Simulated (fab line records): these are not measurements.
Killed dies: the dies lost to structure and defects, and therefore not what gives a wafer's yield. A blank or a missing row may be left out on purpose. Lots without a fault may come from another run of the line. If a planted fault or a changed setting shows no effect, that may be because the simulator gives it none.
The tool behind it: which one? / flow berkeleyCmos170 / 14 lots, 42 wafers sampled, at 4 steps of a route of 331

## WHAT THE GAUGES SHOWED, per wafer
UCB170_PVT_OVL_MEAS_06. Usual: for PVT_OVL the level is -3 nm and the standard deviation is 5.4.
lot=L114; measured=day 5 23:28; on=overlay-01; PVT_OVL (nm)=-3 -2 -3; flag=
lot=L115; measured=day 5 23:38; on=overlay-02; PVT_OVL (nm)=2 0 -4; flag=
lot=L112; measured=day 5 23:55; on=overlay-01; PVT_OVL (nm)=1 -8 -2; flag=
lot=L117; measured=day 6 11:26; on=overlay-02; PVT_OVL (nm)=-23 0 -12; flag=
lot=L116; measured=day 6 11:32; on=overlay-01; PVT_OVL (nm)=-7 -10 2; flag=
lot=L119; measured=day 7 07:46; on=overlay-02; PVT_OVL (nm)=-5 -2 -2; flag=
lot=L118; measured=day 7 07:58; on=overlay-02; PVT_OVL (nm)=8 -1 0; flag=
lot=L124; measured=day 8 06:29; on=overlay-02; PVT_OVL (nm)=1 -3 3; flag=
lot=L123; measured=day 8 06:44; on=overlay-01; PVT_OVL (nm)=-7 -4 -5; flag=
lot=L125; measured=day 8 11:08; on=overlay-02; PVT_OVL (nm)=-12 -4 -5; flag=
lot=L128; measured=day 9 12:45; on=overlay-01; PVT_OVL (nm)=0 -6 -3; flag=
lot=L129; measured=day 9 13:02; on=overlay-02; PVT_OVL (nm)=-4 -10 -5; flag=
lot=L135; measured=day 10 13:56; on=overlay-02; PVT_OVL (nm)=-2 2 -2; flag=
lot=L134; measured=day 10 14:00; on=overlay-01; PVT_OVL (nm)=-5 -8 -8; flag=

UCB170_GATE_THK_MEAS_02. Usual: for GATE_OXIDE_THK the level is 6.61 nm and the standard deviation is 0.11.
lot=L114; measured=day 6 06:23; on=filmMetro-02; GATE_OXIDE_THK (nm)=6.57 6.47 6.64; flag=
lot=L115; measured=day 6 06:23; on=filmMetro-03; GATE_OXIDE_THK (nm)=6.61 6.52 6.58; flag=
lot=L112; measured=day 6 06:28; on=filmMetro-02; GATE_OXIDE_THK (nm)=6.83 6.80 6.64; flag=
lot=L117; measured=day 6 16:05; on=filmMetro-04; GATE_OXIDE_THK (nm)=6.59 6.57 6.57; flag=
lot=L116; measured=day 6 16:04; on=filmMetro-02; GATE_OXIDE_THK (nm)=6.75 6.78 6.64; flag=
lot=L119; measured=day 7 11:18; on=filmMetro-03; GATE_OXIDE_THK (nm)=6.49 6.49 6.37; flag=
lot=L118; measured=day 7 11:23; on=filmMetro-03; GATE_OXIDE_THK (nm)=6.57 6.61 6.72; flag=
lot=L124; measured=day 8 11:25; on=filmMetro-04; GATE_OXIDE_THK (nm)=5.05 5.06 4.89 5.06 5.09 4.91; flag=OFF
lot=L123; measured=day 8 11:25; on=filmMetro-03; GATE_OXIDE_THK (nm)=5.11 5.14 5.14 5.12 5.12 5.17; flag=OFF
lot=L125; measured=day 8 17:17; on=filmMetro-04; GATE_OXIDE_THK (nm)=6.59 6.47 6.48; flag=
lot=L128; measured=day 9 18:35; on=filmMetro-03; GATE_OXIDE_THK (nm)=6.53 6.56 6.54; flag=
lot=L129; measured=day 9 18:37; on=filmMetro-02; GATE_OXIDE_THK (nm)=6.58 6.71 6.66; flag=
lot=L135; measured=day 10 19:44; on=filmMetro-03; GATE_OXIDE_THK (nm)=6.79 6.84 6.77; flag=
lot=L134; measured=day 10 19:44; on=filmMetro-02; GATE_OXIDE_THK (nm)=6.46 6.74 6.57; flag=

## WHICH TOOL RAN EACH LOT (tool, then ch and the chambers of the sampled wafers, then the start)
lot=L114; UCB170_PVT_STRIP_08=plasmaAsher-02 ch 0, day 5 23:39; UCB170_GATE_OXIDATION_01=furnace-04 ch 0, day 6 04:53
lot=L115; UCB170_PVT_STRIP_08=plasmaAsher-03 ch 0,1, day 5 23:49; UCB170_GATE_OXIDATION_01=furnace-04 ch 0, day 6 04:53
lot=L112; UCB170_PVT_STRIP_08=plasmaAsher-04 ch 0,1, day 6 00:07; UCB170_GATE_OXIDATION_01=furnace-04 ch 0, day 6 04:53
lot=L117; UCB170_PVT_STRIP_08=plasmaAsher-02 ch 0,1, day 6 11:39; UCB170_GATE_OXIDATION_01=furnace-04 ch 0, day 6 14:34
lot=L116; UCB170_PVT_STRIP_08=plasmaAsher-03 ch 0,1, day 6 11:44; UCB170_GATE_OXIDATION_01=furnace-04 ch 0, day 6 14:34
lot=L119; UCB170_PVT_STRIP_08=plasmaAsher-03 ch 0, day 7 07:58; UCB170_GATE_OXIDATION_01=furnace-01 ch 0, day 7 09:48
lot=L118; UCB170_PVT_STRIP_08=plasmaAsher-02 ch 0,1, day 7 08:10; UCB170_GATE_OXIDATION_01=furnace-01 ch 0, day 7 09:48
lot=L124; UCB170_PVT_STRIP_08=plasmaAsher-02 ch 0,1, day 8 06:40; UCB170_GATE_OXIDATION_01=furnace-01 ch 0, day 8 09:55
lot=L123; UCB170_PVT_STRIP_08=plasmaAsher-03 ch 0,1, day 8 06:56; UCB170_GATE_OXIDATION_01=furnace-01 ch 0, day 8 09:55
lot=L125; UCB170_PVT_STRIP_08=plasmaAsher-02 ch 0,1, day 8 11:19; UCB170_GATE_OXIDATION_01=furnace-04 ch 0, day 8 15:47
lot=L128; UCB170_PVT_STRIP_08=plasmaAsher-04 ch 0,1, day 9 12:56; UCB170_GATE_OXIDATION_01=furnace-04 ch 0, day 9 17:05
lot=L129; UCB170_PVT_STRIP_08=plasmaAsher-03 ch 0,1, day 9 13:14; UCB170_GATE_OXIDATION_01=furnace-04 ch 0, day 9 17:05
lot=L135; UCB170_PVT_STRIP_08=plasmaAsher-03 ch 0,1, day 10 14:08; UCB170_GATE_OXIDATION_01=furnace-02 ch 0, day 10 18:14
lot=L134; UCB170_PVT_STRIP_08=plasmaAsher-02 ch 0,1, day 10 14:11; UCB170_GATE_OXIDATION_01=furnace-02 ch 0, day 10 18:14
- UCB170_PVT_STRIP_08: strips in O2.
- UCB170_GATE_OXIDATION_01: target thk 6.6 nm, ox time 1800 s.

## AS READ BY THE TOOLS THEMSELVES (means over the sampled wafers that have a number; for cases with no such wafer, the mark the record gives instead)
UCB170_PVT_STRIP_08. Usual: drypumpMotorCurrentA 5.4 A, standard deviation 0.45; oesProductAu 0.734 a.u., standard deviation 0.0052; stripTimeToEndpointS 21.62 s, standard deviation 0.058.
lot=L114; tool=plasmaAsher-02; drypumpMotorCurrentA (A)=5.4; oesProductAu (a.u.)=0.735; stripTimeToEndpointS (s)=21.67; flag=
lot=L115; tool=plasmaAsher-03; drypumpMotorCurrentA (A)=5.7; oesProductAu (a.u.)=0.741; stripTimeToEndpointS (s)=21.65; flag=
lot=L112; tool=plasmaAsher-04; drypumpMotorCurrentA (A)=5.3; oesProductAu (a.u.)=0.735; stripTimeToEndpointS (s)=21.65; flag=
lot=L117; tool=plasmaAsher-02; drypumpMotorCurrentA (A)=5.2; oesProductAu (a.u.)=0.737; stripTimeToEndpointS (s)=21.69; flag=
lot=L116; tool=plasmaAsher-03; drypumpMotorCurrentA (A)=5.6; oesProductAu (a.u.)=0.735; stripTimeToEndpointS (s)=21.55; flag=
lot=L119; tool=plasmaAsher-03; drypumpMotorCurrentA (A)=5.6; oesProductAu (a.u.)=0.732; stripTimeToEndpointS (s)=21.71; flag=
lot=L118; tool=plasmaAsher-02; drypumpMotorCurrentA (A)=5.2; oesProductAu (a.u.)=0.738; stripTimeToEndpointS (s)=21.55; flag=
lot=L124; tool=plasmaAsher-02; drypumpMotorCurrentA (A)=5.2; oesProductAu (a.u.)=0.733; stripTimeToEndpointS (s)=21.57; flag=
lot=L123; tool=plasmaAsher-03; drypumpMotorCurrentA (A)=5.7; oesProductAu (a.u.)=0.731; stripTimeToEndpointS (s)=21.63; flag=
lot=L125; tool=plasmaAsher-02; drypumpMotorCurrentA (A)=5.2; oesProductAu (a.u.)=0.732; stripTimeToEndpointS (s)=21.67; flag=
lot=L128; tool=plasmaAsher-04; drypumpMotorCurrentA (A)=5.3; oesProductAu (a.u.)=0.734; stripTimeToEndpointS (s)=21.57; flag=
lot=L129; tool=plasmaAsher-03; drypumpMotorCurrentA (A)=5.6; oesProductAu (a.u.)=0.733; stripTimeToEndpointS (s)=21.70; flag=
lot=L135; tool=plasmaAsher-03; drypumpMotorCurrentA (A)=5.7; oesProductAu (a.u.)=0.742; stripTimeToEndpointS (s)=21.58; flag=
lot=L134; tool=plasmaAsher-02; drypumpMotorCurrentA (A)=5.0; oesProductAu (a.u.)=0.732; stripTimeToEndpointS (s)=21.58; flag=

UCB170_GATE_OXIDATION_01. Usual: spikeTcCentreC 853.2 C, standard deviation 1.3; spikeTcLoadC 872.6 C, standard deviation 1.1; spikeTcSourceC 871.0 C, standard deviation 2; tubeCenterTempC 850 C, standard deviation 0.079; tube_center_temp_C_max 852.2, standard deviation 0.37.
lot=L114; tool=furnace-04; spikeTcCentreC (C)=852.6; spikeTcLoadC (C)=872.0; spikeTcSourceC (C)=869.2; tubeCenterTempC (C)=850; tube_center_temp_C_max=852.6; flag=
lot=L115; tool=furnace-04; spikeTcCentreC (C)=852.4; spikeTcLoadC (C)=872.7; spikeTcSourceC (C)=869.5; tubeCenterTempC (C)=850; tube_center_temp_C_max=852.2; flag=
lot=L112; tool=furnace-04; spikeTcCentreC (C)=853.6; spikeTcLoadC (C)=871.6; spikeTcSourceC (C)=868.8; tubeCenterTempC (C)=850; tube_center_temp_C_max=852.1; flag=
lot=L117; tool=furnace-04; spikeTcCentreC (C)=853.1; spikeTcLoadC (C)=873.0; spikeTcSourceC (C)=869.4; tubeCenterTempC (C)=850; tube_center_temp_C_max=852.3; flag=
lot=L116; tool=furnace-04; spikeTcCentreC (C)=852.7; spikeTcLoadC (C)=871.9; spikeTcSourceC (C)=869.1; tubeCenterTempC (C)=850; tube_center_temp_C_max=852.2; flag=
lot=L119; tool=furnace-01; spikeTcCentreC (C)=854.4; spikeTcLoadC (C)=871.8; spikeTcSourceC (C)=872.5; tubeCenterTempC (C)=850; tube_center_temp_C_max=852.2; flag=
lot=L118; tool=furnace-01; spikeTcCentreC (C)=854.2; spikeTcLoadC (C)=872.2; spikeTcSourceC (C)=873.1; tubeCenterTempC (C)=850; tube_center_temp_C_max=852.2; flag=
lot=L124; tool=furnace-01; spikeTcCentreC (C)=834.4; spikeTcLoadC (C)=853.0; spikeTcSourceC (C)=851.7; tubeCenterTempC (C)=830; tube_center_temp_C_max=831.9; flag=OFF
lot=L123; tool=furnace-01; spikeTcCentreC (C)=834.1; spikeTcLoadC (C)=852.1; spikeTcSourceC (C)=851.0; tubeCenterTempC (C)=830; tube_center_temp_C_max=831.8; flag=OFF
lot=L125; tool=furnace-04; spikeTcCentreC (C)=853.2; spikeTcLoadC (C)=872.5; spikeTcSourceC (C)=869.0; tubeCenterTempC (C)=850; tube_center_temp_C_max=852.0; flag=
lot=L128; tool=furnace-04; spikeTcCentreC (C)=853.9; spikeTcLoadC (C)=871.6; spikeTcSourceC (C)=868.7; tubeCenterTempC (C)=850; tube_center_temp_C_max=852.3; flag=
lot=L129; tool=furnace-04; spikeTcCentreC (C)=853.2; spikeTcLoadC (C)=873.2; spikeTcSourceC (C)=869.4; tubeCenterTempC (C)=850; tube_center_temp_C_max=852.1; flag=
lot=L135; tool=furnace-02; spikeTcCentreC (C)=852.2; spikeTcLoadC (C)=873.7; spikeTcSourceC (C)=873.1; tubeCenterTempC (C)=850; tube_center_temp_C_max=852.4; flag=
lot=L134; tool=furnace-02; spikeTcCentreC (C)=852.0; spikeTcLoadC (C)=874.0; spikeTcSourceC (C)=873.7; tubeCenterTempC (C)=850; tube_center_temp_C_max=851.9; flag=

## THE ANSWER, worked out from the rows above alone
Rule: lot off if the mean of its wafers having a number is beyond 3 standard deviations from the usual mean. A lot without any number at a reading at which 4 lots or more have one is off too. All remaining lots with rows at the step are treated as sound. Order of review: gauges by route order, followed by the tools' own readings, for which a lot's mean as printed above is used. The first step at which some lot is off is used, and at that step the reading that is off furthest; a lot without a number counts as furthest.
Off: L124, L123, seen at UCB170_GATE_THK_MEAS_02 (GATE_OXIDE_THK).
A tool fits if, at a process step before that reading, it ran every lot that is off, and no sound lot after the first of them. The gauges at UCB170_GATE_THK_MEAS_02 aren't tried: what is off there is off at UCB170_GATE_OXIDATION_01 too, on other tools, and a gauge's error can't cause that. One fits: furnace-01 at UCB170_GATE_OXIDATION_01. A fault onset in the window from L118 (day 7 09:48, its last sound lot) to L123 (day 8 09:55, its first lot off) fits.
The tool's own readings at UCB170_GATE_OXIDATION_01 bear it out: on the lots that are off they differ by more than 5 times the standard deviation of the sound lots' means. spikeTcCentreC reads 834.2 C there against 853.1 C on the sound lots; spikeTcLoadC reads 852.5 C there against 872.5 C on the sound lots; spikeTcSourceC reads 851.4 C there against 870.5 C on the sound lots; tubeCenterTempC reads 830 C there against 850 C on the sound lots; tube_center_temp_C_max reads 831.8 there against 852.2 on the sound lots.

## WHAT THE SIMULATOR PUT IN
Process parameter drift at UCB170_GATE_OXIDATION_01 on furnace-01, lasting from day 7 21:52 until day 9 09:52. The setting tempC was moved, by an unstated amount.
Shown lots that were struck: L124, L123. Same finding as the rule above.
